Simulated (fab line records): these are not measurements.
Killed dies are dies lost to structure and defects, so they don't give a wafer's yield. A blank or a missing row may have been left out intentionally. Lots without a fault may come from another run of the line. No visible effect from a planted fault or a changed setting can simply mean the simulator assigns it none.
fab line records    flow berkeleyCmos170
[record] lots = 15  wafers = 45  lastDay = 11
route steps=331 shown SDANNEAL@205 PSD@206 NSD@207 PLDD@208
lots untouched by any fault: they come from a run of this same line in which no faults occurred
startH: the number of hours between the record's first day and the start of the first shown wafer of the lot    waitH: time in hours since the lot's previous step    " unchanged from the row above    L1.1+2: a row that stands for several wafers    - no value, or no start given    * or withheld: withheld    < > ~ a bound
route shown NAME@n: names a module that has steps shown in the file, with the first one's number in the route    usual: the fault-free wafers' mean and standard deviation    same: alike in all rows    chamber/n: place in a boat    sites: readings site by site    _std_site: the values' standard deviation    _edge_site: inner sites' mean taken away from outer sites' mean    radiusMm: for every site, how far away it sits from the centre of the wafer    mask NAME#n: copy n    behind: the most recent tool/chamber to have shaped the wafer    hold: cause of the lot's hold/its duration in hours/its outcome    device: the n, p or np transistor that did not switch    end of line: the same wafers' tests at the end of the route    where a step has no rows: the recipe by itself    killed: dies that structure and defects cost at the first sort, which is not the same as the wafer's yield    map: a wafer's dies, x killed, . not, _ none there
set.NAME: the setting as run; set.NAME@STEP: as run at that earlier step    model.NAME: the simulator's own value behind a step, which no gauge read
a sample of lots followed through the steps of the route, with each step as a table and each wafer as a row
services: the hour from which a tool's chamber was out of use, counted from the record's first day as startH (under 0 if before that day), plus the number of hours and why
[[steps]]
[step UCB170_SDANNEAL_RTA_01]
[recipe] tempC = 1050  timeS = 5  ambient = N2
[usual] lampPowerPct = 41.1/1.5  wafer_temp_C_max = 1055.3/2.6
lot.wafer  tool          chamber  startH  waitH  lampPowerPct  wafer_temp_C_max
L223.1     rtpAnneal-02  0        131.63  0.1    42.5          1057.0
L223.5     "             0        "       "      42.6          1059.9
L223.6     "             0        "       "      42.5          1059.3
L224.1     rtpAnneal-01  0        144.44  0.1    39.4          1053.6
L224.2     "             0        "       "      39.5          1053.7
L224.4     "             0        "       "      39.5          1052.0
L225.4     rtpAnneal-02  0        155.36  0.1    42.6          1056.1
L225.5     "             0        "       "      42.5          1059.8
L225.6     "             0        "       "      42.5          1060.2
L226.1     rtpAnneal-01  0        168.88  0.1    39.5          1052.5
L226.3     "             0        "       "      39.4          1052.2
L226.4     "             0        "       "      39.5          1052.3
L227.2     rtpAnneal-02  0        169.47  0.1    42.4          1055.6
L227.4     "             0        "       "      42.5          1055.2
L227.5     "             0        "       "      42.5          1056.7
L228.1     rtpAnneal-02  0        170.01  0.1    42.5          1060.4
L228.4     "             0        "       "      42.4          1056.4
L228.6     "             0        "       "      42.5          1055.6
L229.1     rtpAnneal-02  0        178.60  0.1    42.5          1057.5
L229.3     "             0        "       "      42.4          1056.5
L229.6     "             0        "       "      42.4          1057.2
L230.2     rtpAnneal-01  0        178.83  0.1    39.5          1052.9
L230.5     "             0        "       "      39.4          1053.0
L230.6     "             0        "       "      39.4          1052.7
L233.1     rtpAnneal-02  0        186.68  0.1    42.5          1059.2
L233.3     "             0        "       "      42.4          1060.4
L233.4     "             0        "       "      42.5          1056.5
L234.1     rtpAnneal-01  0        203.16  0.1    37.8          1052.4
L234.2     "             0        "       "      37.8          1051.7
L234.6     "             0        "       "      37.8          1052.7
L236.1     rtpAnneal-01  0        214.19  0.1    37.8          1053.2
L236.4     "             0        "       "      37.7          1053.0
L236.5     "             0        "       "      37.7          1052.7
L237.1     rtpAnneal-01  0        214.36  0.1    37.7          1052.6
L237.5     "             0        "       "      37.7          1052.5
L237.6     "             0        "       "      37.7          1054.3
L238.1     rtpAnneal-02  0        214.36  0.1    42.5          1057.1
L238.2     "             0        "       "      42.5          1055.2
L238.6     "             0        "       "      42.5          1056.4
L240.1     rtpAnneal-02  0        228.33  0.1    42.4          1056.4
L240.3     "             0        "       "      42.5          1056.6
L240.5     "             0        "       "      42.5          1059.0
L239.3     rtpAnneal-02  0        231.28  0.1    42.5          1057.0
L239.4     "             0        "       "      42.6          1057.7
L239.6     "             0        "       "      42.5          1057.2
[step UCB170_SDANNEAL_RS_MEAS_02]
[recipe] thkMeasGauge = four-point-probe
[usual] PSD_RS = 75.50/0.29
lot.wafer  tool          chamber  startH  waitH  PSD_RS[ohm/sq]
L223.1     filmMetro-02  -        131.68  0.0    75.24
L223.5     "             -        "       "      75.06
L223.6     "             -        "       "      74.93
L224.1     filmMetro-02  -        144.56  0.1    75.12
L224.2     "             -        "       "      75.42
L224.4     "             -        "       "      75.43
L225.4     filmMetro-02  -        155.45  0.1    75.85
L225.5     "             -        "       "      75.75
L225.6     "             -        "       "      75.51
L226.1     filmMetro-03  -        168.94  0.0    75.90
L226.3     "             -        "       "      75.85
L226.4     "             -        "       "      75.16
L227.2     filmMetro-04  -        169.54  0.1    75.33
L227.4     "             -        "       "      75.10
L227.5     "             -        "       "      75.04
L228.1     filmMetro-04  -        170.07  0.0    75.53
L228.4     "             -        "       "      75.74
L228.6     "             -        "       "      75.74
L229.1     filmMetro-02  -        178.66  0.0    75.66
L229.3     "             -        "       "      75.76
L229.6     "             -        "       "      75.71
L230.2     filmMetro-03  -        178.90  0.1    75.41
L230.5     "             -        "       "      75.16
L230.6     "             -        "       "      75.09
L233.1     filmMetro-02  -        186.73  0.0    75.59
L233.3     "             -        "       "      75.37
L233.4     "             -        "       "      75.57
L234.1     filmMetro-03  -        203.28  0.1    83.83
L234.2     "             -        "       "      83.56
L234.6     "             -        "       "      83.72
L236.1     filmMetro-04  -        214.25  0.0    83.97
L236.4     "             -        "       "      83.66
L236.5     "             -        "       "      83.62
L237.1     filmMetro-03  -        214.57  0.2    84.61
L237.5     "             -        "       "      84.78
L237.6     "             -        "       "      84.41
L238.1     filmMetro-04  -        214.73  0.4    75.47
L238.2     "             -        "       "      75.64
L238.6     "             -        "       "      75.48
L240.1     filmMetro-03  -        228.38  0.0    74.97
L240.3     "             -        "       "      75.11
L240.5     "             -        "       "      75.41
L239.3     filmMetro-03  -        231.36  0.1    75.47
L239.4     "             -        "       "      75.69
L239.6     "             -        "       "      75.01
[step UCB170_SDANNEAL_RS_MEAS_03]
[recipe] thkMeasGauge = four-point-probe
[usual] NSD_RS = 37.22/0.085
lot.wafer  tool          chamber  startH  waitH  NSD_RS[ohm/sq]
L223.1     filmMetro-02  -        131.80  0.1    37.29
L223.5     "             -        "       "      37.27
L223.6     "             -        "       "      37.23
L224.1     filmMetro-02  -        144.68  0.1    37.25
L224.2     "             -        "       "      37.22
L224.4     "             -        "       "      37.22
L225.4     filmMetro-02  -        155.57  0.1    37.19
L225.5     "             -        "       "      37.10
L225.6     "             -        "       "      37.10
L226.1     filmMetro-03  -        169.06  0.1    37.24
L226.3     "             -        "       "      37.23
L226.4     "             -        "       "      37.25
L227.2     filmMetro-04  -        169.66  0.1    37.26
L227.4     "             -        "       "      37.21
L227.5     "             -        "       "      37.33
L228.1     filmMetro-04  -        170.19  0.1    37.14
L228.4     "             -        "       "      37.12
L228.6     "             -        "       "      37.11
L229.1     filmMetro-02  -        178.78  0.1    37.30
L229.3     "             -        "       "      37.35
L229.6     "             -        "       "      37.26
L230.2     filmMetro-03  -        179.02  0.1    37.49
L230.5     "             -        "       "      37.41
L230.6     "             -        "       "      37.34
L233.1     filmMetro-02  -        186.85  0.1    37.13
L233.3     "             -        "       "      37.18
L233.4     "             -        "       "      37.25
L234.1     filmMetro-03  -        203.40  0.1    38.34
L234.2     "             -        "       "      38.43
L234.6     "             -        "       "      38.35
L236.1     filmMetro-04  -        214.37  0.1    38.35
L236.4     "             -        "       "      38.38
L236.5     "             -        "       "      38.30
L237.1     filmMetro-03  -        214.69  0.1    38.37
L237.5     "             -        "       "      38.40
L237.6     "             -        "       "      38.35
L238.1     filmMetro-04  -        214.85  0.1    37.14
L238.2     "             -        "       "      37.18
L238.6     "             -        "       "      37.12
L240.1     filmMetro-03  -        228.50  0.1    37.16
L240.3     "             -        "       "      37.22
L240.5     "             -        "       "      37.25
L239.3     filmMetro-03  -        231.48  0.1    37.18
L239.4     "             -        "       "      37.23
L239.6     "             -        "       "      37.14
[step UCB170_SDANNEAL_RS_MEAS_04]
[recipe] thkMeasGauge = four-point-probe
[usual] PLDD_RS = 1030.7/2.2
lot.wafer  tool          chamber  startH  waitH  PLDD_RS[ohm/sq]
L223.1     filmMetro-02  -        131.92  0.1    1029.4
L223.5     "             -        "       "      1030.3
L223.6     "             -        "       "      1030.1
L224.1     filmMetro-02  -        144.80  0.1    1033.4
L224.2     "             -        "       "      1031.4
L224.4     "             -        "       "      1032.2
L225.4     filmMetro-02  -        155.69  0.1    1032.1
L225.5     "             -        "       "      1032.7
L225.6     "             -        "       "      1033.6
L226.1     filmMetro-03  -        169.18  0.1    1033.9
L226.3     "             -        "       "      1031.9
L226.4     "             -        "       "      1031.9
L227.2     filmMetro-04  -        169.78  0.1    1027.8
L227.4     "             -        "       "      1028.5
L227.5     "             -        "       "      1031.4
L228.1     filmMetro-04  -        170.31  0.1    1035.1
L228.4     "             -        "       "      1031.9
L228.6     "             -        "       "      1032.2
L229.1     filmMetro-02  -        178.90  0.1    1027.3
L229.3     "             -        "       "      1028.1
L229.6     "             -        "       "      1026.2
L230.2     filmMetro-03  -        179.14  0.1    1033.2
L230.5     "             -        "       "      1035.4
L230.6     "             -        "       "      1033.3
L233.1     filmMetro-02  -        186.97  0.1    1026.8
L233.3     "             -        "       "      1028.2
L233.4     "             -        "       "      1031.2
L234.1     filmMetro-03  -        203.52  0.1    1038.7
L234.2     "             -        "       "      1038.1
L234.6     "             -        "       "      1039.0
L236.1     filmMetro-04  -        214.49  0.1    1041.0
L236.4     "             -        "       "      1042.9
L236.5     "             -        "       "      1040.6
L237.1     filmMetro-03  -        214.81  0.1    1040.2
L237.5     "             -        "       "      1041.8
L237.6     "             -        "       "      1040.2
L238.1     filmMetro-04  -        214.97  0.1    1033.3
L238.2     "             -        "       "      1034.2
L238.6     "             -        "       "      1033.6
L240.1     filmMetro-03  -        228.62  0.1    1030.2
L240.3     "             -        "       "      1027.8
L240.5     "             -        "       "      1028.1
L239.3     filmMetro-03  -        231.60  0.1    1032.2
L239.4     "             -        "       "      1032.7
L239.6     "             -        "       "      1031.4
[[services]]
tool          chamber  startH  hours  kind
rtpAnneal-01  -        188.38  6.3    pm
[[key]]
[firstSign] step = UCB170_SDANNEAL_RTA_01  reading = lampPowerPct  direction = down  sigmas = 2.2  usual = 41.1  struck = 37.8
[effect] step = UCB170_SDANNEAL_RS_MEAS_02  reading = PSD_RS  direction = up  sigmas = 29  usual = 75.50  struck = 84.02
[effect] step = UCB170_SDANNEAL_RS_MEAS_03  reading = NSD_RS  direction = up  sigmas = 13  usual = 37.22  struck = 38.36
[effect] step = UCB170_SDANNEAL_RS_MEAS_04  reading = PLDD_RS  direction = up  sigmas = 4.3  usual = 1030.7  struck = 1040.3
metAt UCB170_SDANNEAL_RTA_01
struckLots L234,L236,L237
testerLeftOut L234,L236,L237
onsetBetween 178.83 203.16
[fault] kind = processParameterDrift  tool = rtpAnneal-01  chamber = -  onsetH = 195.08  steps = UCB170_SDANNEAL_RTA_01  channel = tempC  offset = *  shape = step  endH = 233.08  actsIn = *  stated = *
// testerLeftOut: of these lots the tester's yield and bins aren't shown, on N5 and GAA mostly nor the transistor test; their killed dies are dies lost to structure and defects alone, not to doping, threshold or leakage, so they don't give the yield
